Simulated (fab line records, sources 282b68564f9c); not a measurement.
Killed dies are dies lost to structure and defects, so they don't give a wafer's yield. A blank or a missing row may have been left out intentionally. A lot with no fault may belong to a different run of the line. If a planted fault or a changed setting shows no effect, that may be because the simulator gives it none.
Split-lot trial	flow rit cmos	route with 202 steps; 5 lots, 23 wafers read

== ABOUT THE SPLIT ==
At RIT_GATE_COAT_11 (resist thk 850 nm), the setting spin rpm was moved away from the recipe's 4250 rpm on 8 of the 23 wafers read, by +3.3% to +3.7%. This setting was run at the recipe's value on the other wafers.

The reading comes from the split's own step.

== THE READING ==
NOVOLAK_of_GATE_COAT_11.thk nm (the simulator's own value, which no gauge read), in nm, at RIT_GATE_COAT_11 (resist thk 850 nm). The file gives no usual value for it. Here, 15 wafers ran the recipe; their average is 850.2 nm with a standard deviation of 2.1 nm.

wafer	tool, chamber at the split	spin rpm as run, rpm	against the recipe	NOVOLAK_of_GATE_COAT_11.thk nm, nm	against lot-mates on the recipe
L076.1	litho track-02, 0	4406	+3.7%	836.7	-14.8
L076.2	litho track-02, 0	4250	recipe	853	-
L076.4	litho track-02, 0	4406	+3.7%	836.5	-15.0
L076.5	litho track-02, 0	4250	recipe	849.9	-
L076.6	litho track-02, 0	4406	+3.7%	836.8	-14.7
L077.2	litho track-04, 0	4250	recipe	853	-
L077.3	litho track-04, 0	4250	recipe	852.1	-
L077.4	litho track-04, 0	4390	+3.3%	839.3	-13.2
L077.5	litho track-04, 0	4390	+3.3%	837.1	-15.4
L077.6	litho track-04, 0	4390	+3.3%	837.4	-15.1
L081.3	litho track-04, 0	4250	recipe	849.6	-
L081.4	litho track-04, 0	4250	recipe	853.3	-
L081.5	litho track-04, 0	4250	recipe	851.3	-
L082.1	litho track-01, 0	4250	recipe	849.7	-
L082.2	litho track-01, 0	4250	recipe	846.4	-
L082.3	litho track-01, 0	4250	recipe	848	-
L082.5	litho track-01, 0	4250	recipe	846.8	-
L082.6	litho track-01, 0	4250	recipe	849.3	-
L083.1	litho track-02, 0	4396	+3.4%	836.6	-13.5
L083.2	litho track-02, 0	4250	recipe	849.9	-
L083.3	litho track-02, 0	4250	recipe	848.6	-
L083.5	litho track-02, 0	4396	+3.4%	835.1	-15.0
L083.6	litho track-02, 0	4250	recipe	851.8	-

FIT RESULTS
A straight line over all 23 wafers: NOVOLAK_of_GATE_COAT_11.thk nm changes by -3.81 nm for each +1% of spin rpm; r = -0.96; the points scatter about the line by 1.9 nm.
The same after taking each lot's own level away (the mean of its wafers on the recipe; 23 wafers): -4.19 nm for each +1%; r = -0.99; scatter 1.3 nm.
Per that fit: largest spin rpm move, reading shift of 15 nm.
Across the lots, their own levels run from 848.04 to 852.55 nm, a range of 2.1 times the standard deviation given above.
So the lot-to-lot level changes the slope little: the two slopes agree.
Check: -15.5 nm against its lot-mates is what the line predicts for one of the wafers moved furthest among these (+3.7%) when that wafer is left out of the fit. It came out at -14.8 nm against them.

== FURTHER SPLITS ON THESE WAFERS ==
These wafers also went through other splits before the reading. Each is held against what the fit with the lots' levels taken away leaves over:
other split on the same wafers	wafers away from the commonest value	r with NOVOLAK_of_GATE_COAT_11.thk nm (lot level and that fit taken away)
RIT_PRETRO_COAT_01 spin rpm	8	+0.06
RIT_GATE_CVD_08 temp c	18	-0.22

== THE FILE'S OWN FIT ==
NOVOLAK_of_GATE_COAT_11.thk nm changes by -4.19 nm for each +1% of spin rpm, r = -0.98.
